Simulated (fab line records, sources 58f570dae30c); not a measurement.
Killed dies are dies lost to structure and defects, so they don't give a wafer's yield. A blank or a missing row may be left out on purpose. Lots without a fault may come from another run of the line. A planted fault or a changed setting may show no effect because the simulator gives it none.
A struck lot beside a sound one | flow berkeley_cmos170 | 25 steps out of a route of 331
Sound: wafers L614.2, L614.3, L614.4. Struck: wafers L611.1, L611.3, L611.4. The cause comes at the end.
At each step with rows: each side's tool, then ch and its chambers, then its first start. Under that, the readings that differ: sound wafers | struck wafers | difference of the means | sigmas: that difference in standard deviations of wafers without a fault.
alike: readings whose means differ by less than 2 such deviations, and words and numbers that are the same on both sides. not compared: withheld readings, readings that some wafer has no value for, bounds like >300 that may hide the same value, and numbers for which the record gives no deviation and whose values overlap.
The two part at a step that has a row with sigmas, a row that says differs or no value, or rows on one side only. Numbers that don't overlap but have no deviation are shown without sigmas and don't part them. A reading that every wafer of one side lacks parts them only if that side has two wafers or more.

first, 1 step without rows for these wafers: UCB170_PSD_IMPLANT_08.
UCB170_PSD_STRIP_09: strips in O2.
  sound on plasma_asher-02 ch 0,1, day 10 05:15; struck on plasma_asher-01 ch 0,1, day 9 06:13
  alike: drypump_motor_current_A, o2_flow_sccm, oes_product_au, strip_time_to_endpoint_s
  not compared: rf_hours_counter_h
UCB170_PSD_TW_MEAS_10:
  sound on film_metro-01, day 10 05:22; struck on film_metro-04, day 9 06:19
  reading | sound          | struck         | difference | sigmas
  PSD_TW  | 2346 2360 2362 | 2280 2282 2272 | -78        | -3
then, 7 steps without rows for these wafers: UCB170_PSD_CLEAN_11 (cleans in SPM, time 600 s); UCB170_NSD_HMDS_00 (prime time 60 s); UCB170_NSD_COAT_01 (resist thk 900 nm); UCB170_NSD_SOFTBAKE_02 (time 60 s); UCB170_NSD_EXPOSE_03 (exposes mask NSELECT MOD, target cd 1200 nm); UCB170_NSD_PEB_04; UCB170_NSD_DEVELOP_05 (develop time 45 s).
UCB170_NSD_CD_MEAS_06: target cd 1200 nm.
  sound on cd_sem-02, day 10 09:22; struck on cd_sem-02, day 9 07:32
  alike: cd_nm
UCB170_NSD_OVL_MEAS_07:
  sound on overlay-02, day 10 09:28; struck on overlay-02, day 9 07:39
  alike: NSD_OVL
UCB170_NSD_IMPLANT_08:
  sound on implanter-02 ch 0, day 10 09:31; struck on implanter-03, day 9 07:41
  no value came back on the struck wafers for beam_energy_keV, beam_on_s (s), dose_ions_cm2, end_station_pressure_torr (Torr); on the sound wafers beam_energy_keV reads 40.002 39.972 40.009
UCB170_NSD_STRIP_09: strips in O2.
  sound on plasma_asher-02 ch 0,1, day 10 09:39; struck on plasma_asher-03 ch 0,1, day 9 07:50
  reading                      | sound             | struck            | difference | sigmas
  oes_product_au (a.u.)        | 0.539 0.532 0.528 | 0.734 0.731 0.734 | +0.200     | +45
  strip_time_to_endpoint_s (s) | 35.78 35.85 35.86 | 21.69 21.72 21.67 | -14.14     | -99 or more
  alike: drypump_motor_current_A, o2_flow_sccm
  not compared: rf_hours_counter_h
UCB170_NSD_TW_MEAS_10:
  sound on film_metro-01, day 10 09:46; struck on film_metro-03, day 9 07:56
  reading | sound          | struck   | difference | sigmas
  NSD_TW  | 4283 4228 4259 | 30 30 30 | -4227      | -96
then, 4 steps without rows for these wafers: UCB170_NSD_CLEAN_11 (cleans in SPM, time 600 s); UCB170_BACKSIDE_HMDS_00 (prime time 60 s); UCB170_BACKSIDE_COAT_01 (resist thk 900 nm); UCB170_BACKSIDE_SOFTBAKE_02 (time 60 s).
UCB170_BACKSIDE_STRIP_03: strips in O2.
  sound on plasma_asher-03 ch 0,1, day 10 10:35; struck on plasma_asher-01 ch 0,1, day 9 08:38
  alike: drypump_motor_current_A, o2_flow_sccm, oes_product_au, strip_time_to_endpoint_s
  not compared: rf_hours_counter_h
then, 1 step without rows for these wafers: UCB170_BACKSIDE_CLEAN_04 (cleans in SPM, time 600 s).
UCB170_SDANNEAL_RTA_00: time 10 s.
  sound on rtp_anneal-01 ch 0, day 10 10:52; struck on rtp_anneal-02 ch 0, day 9 08:56
  reading            | sound          | struck         | difference | sigmas
  lamp_power_pct (%) | 21.6 21.5 21.5 | 22.9 22.9 22.9 | +1.4       | +2
  alike: wafer_temp_C_max
UCB170_SDANNEAL_RTA_01: time 5 s.
  sound on rtp_anneal-01 ch 0, day 10 10:56; struck on rtp_anneal-02 ch 0, day 9 09:00
  reading            | sound          | struck         | difference | sigmas
  lamp_power_pct (%) | 33.3 33.3 33.3 | 35.4 35.4 35.4 | +2.1       | +2
  alike: wafer_temp_C_max
UCB170_SDANNEAL_RS_MEAS_02: measures by four-point-probe.
  sound on film_metro-01, day 10 11:00; struck on film_metro-04, day 9 09:04
  alike: PSD_RS
UCB170_SDANNEAL_RS_MEAS_03: measures by four-point-probe.
  sound on film_metro-01, day 10 11:07; struck on film_metro-04, day 9 09:11
  reading         | sound             | struck               | difference | sigmas
  NSD_RS (ohm/sq) | 37.27 37.29 37.12 | 132.83 132.76 132.86 | +95.59     | +99 or more

WHERE THEY PART
First at UCB170_PSD_TW_MEAS_10; last, within this record, at UCB170_SDANNEAL_RS_MEAS_03.

WHY: what the simulator had put in
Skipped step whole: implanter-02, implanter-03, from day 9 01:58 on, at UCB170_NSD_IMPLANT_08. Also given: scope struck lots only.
